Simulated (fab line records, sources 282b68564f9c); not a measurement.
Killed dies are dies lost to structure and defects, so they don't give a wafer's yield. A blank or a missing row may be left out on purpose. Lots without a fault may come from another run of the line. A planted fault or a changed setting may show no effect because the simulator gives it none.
Which tool did it? | flow rit_cmos | 15 lots, 45 wafers sampled, at 2 steps of a route of 202

WHAT THE GAUGES READ, wafer by wafer
RIT_ACTIVE_THK_MEAS_02. Usual: ACTIVE_OXIDE_THK 47.0 nm, standard deviation 0.77.
lot  | measured    | on            | ACTIVE_OXIDE_THK (nm) | flag
L277 | day 1 12:03 | film_metro-03 | 47.9 47.8 48.1        |
L278 | day 1 17:04 | film_metro-01 | 45.8 46.3 47.2        |
L280 | day 2 03:04 | film_metro-04 | 48.5 47.4 48.1        |
L281 | day 2 08:03 | film_metro-04 | 45.3 45.8 46.0        |
L283 | day 2 18:04 | film_metro-01 | 47.2 47.5 46.5        |
L284 | day 2 23:03 | film_metro-01 | 47.3 47.6 46.7        |
L285 | day 3 04:04 | film_metro-01 | 47.9 46.9 45.9        |
L286 | day 3 09:03 | film_metro-03 | 47.7 47.5 47.9        |
L287 | day 3 14:03 | film_metro-04 | 47.1 46.5 46.2        |
L292 | day 4 15:04 | film_metro-03 | 62.0 61.8 61.9        | OFF
L293 | day 4 20:59 | film_metro-01 | 61.5 62.1 61.5        | OFF
L295 | day 5 06:04 | film_metro-03 | 62.1 61.2 61.5        | OFF
L297 | day 5 16:04 | film_metro-01 | 46.3 46.7 46.7        |
L298 | day 5 21:04 | film_metro-04 | 46.8 48.0 47.6        |
L299 | day 6 02:03 | film_metro-01 | 47.6 47.9 48.2        |

WHICH TOOL RAN EACH LOT (tool, then ch and the chambers of the sampled wafers, then the start)
lot  | RIT_ACTIVE_OXIDATION_01
L277 | furnace-02 ch 0, day 1 10:07
L278 | furnace-01 ch 0, day 1 15:07
L280 | furnace-01 ch 0, day 2 01:07
L281 | furnace-04 ch 0, day 2 06:07
L283 | furnace-02 ch 0, day 2 16:07
L284 | furnace-02 ch 0, day 2 21:07
L285 | furnace-04 ch 0, day 3 02:07
L286 | furnace-04 ch 0, day 3 07:07
L287 | furnace-04 ch 0, day 3 12:07
L292 | furnace-02 ch 0, day 4 13:07
L293 | furnace-02 ch 0, day 4 19:03
L295 | furnace-02 ch 0, day 5 04:07
L297 | furnace-04 ch 0, day 5 14:07
L298 | furnace-01 ch 0, day 5 19:07
L299 | furnace-01 ch 0, day 6 00:07
- RIT_ACTIVE_OXIDATION_01: target thk 46.8 nm, ox time 3360 s.

WHAT THE TOOLS THEMSELVES READ (means of the sampled wafers that have a number; where no wafer has one, the mark that the record gives instead)
RIT_ACTIVE_OXIDATION_01. Usual: tube_center_temp_C 1000 C, standard deviation 0.092; tube_center_temp_C_max 1002.6, standard deviation 0.41; zone_power_centre_pct 49.5 %, standard deviation 0.8.
lot  | tool       | tube_center_temp_C (C) | tube_center_temp_C_max | zone_power_centre_pct (%) | flag
L277 | furnace-02 | 1000                   | 1002.8                 | 48.6                      |
L278 | furnace-01 | 1000                   | 1002.7                 | 49.0                      |
L280 | furnace-01 | 1000                   | 1002.1                 | 49.8                      |
L281 | furnace-04 | 1000                   | 1002.8                 | 50.8                      |
L283 | furnace-02 | 1000                   | 1002.7                 | 48.9                      |
L284 | furnace-02 | 1000                   | 1002.4                 | 48.7                      |
L285 | furnace-04 | 1000                   | 1002.4                 | 50.6                      |
L286 | furnace-04 | 1000                   | 1002.9                 | 50.0                      |
L287 | furnace-04 | 1000                   | 1002.5                 | 50.3                      |
L292 | furnace-02 | 1000                   | 1002.8                 | 48.5                      |
L293 | furnace-02 | 1000                   | 1002.6                 | 49.1                      |
L295 | furnace-02 | 1000                   | 1002.9                 | 49.2                      |
L297 | furnace-04 | 1000                   | 1002.3                 | 50.7                      |
L298 | furnace-01 | 1000                   | 1002.8                 | 49.3                      |
L299 | furnace-01 | 1000                   | 1002.7                 | 49.6                      |

THE ANSWER, worked out from the rows above alone
Rule: a lot is off if the mean of its wafers that have a number lies more than 3 standard deviations from the usual mean. A lot without any number at a reading at which 4 lots or more have one is off too. The other lots that the step has rows for count as sound. The gauges are gone through in route order, then the tools' own readings, and for those a lot's mean is taken as printed above. The first step at which some lot is off is used, and at that step the reading that is off furthest; a lot without a number counts as furthest.
Off: L292, L293, L295, at RIT_ACTIVE_THK_MEAS_02 (ACTIVE_OXIDE_THK).
A tool fits if, at a process step before that reading, it ran every lot that is off, and no sound lot after the first of them. The gauges at RIT_ACTIVE_THK_MEAS_02 are tried like those tools. One fits: furnace-02 at RIT_ACTIVE_OXIDATION_01. Its last sound lot is L284 (day 2 21:07), its first lot that is off L292 (day 4 13:07): a fault that began between those two fits.

WHAT THE SIMULATOR HAD PUT IN
Process parameter drift: furnace-02, from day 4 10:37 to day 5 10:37, at RIT_ACTIVE_OXIDATION_01. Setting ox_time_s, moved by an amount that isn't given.
Lots struck among those shown: L292, L293, L295. The rule above found the same.
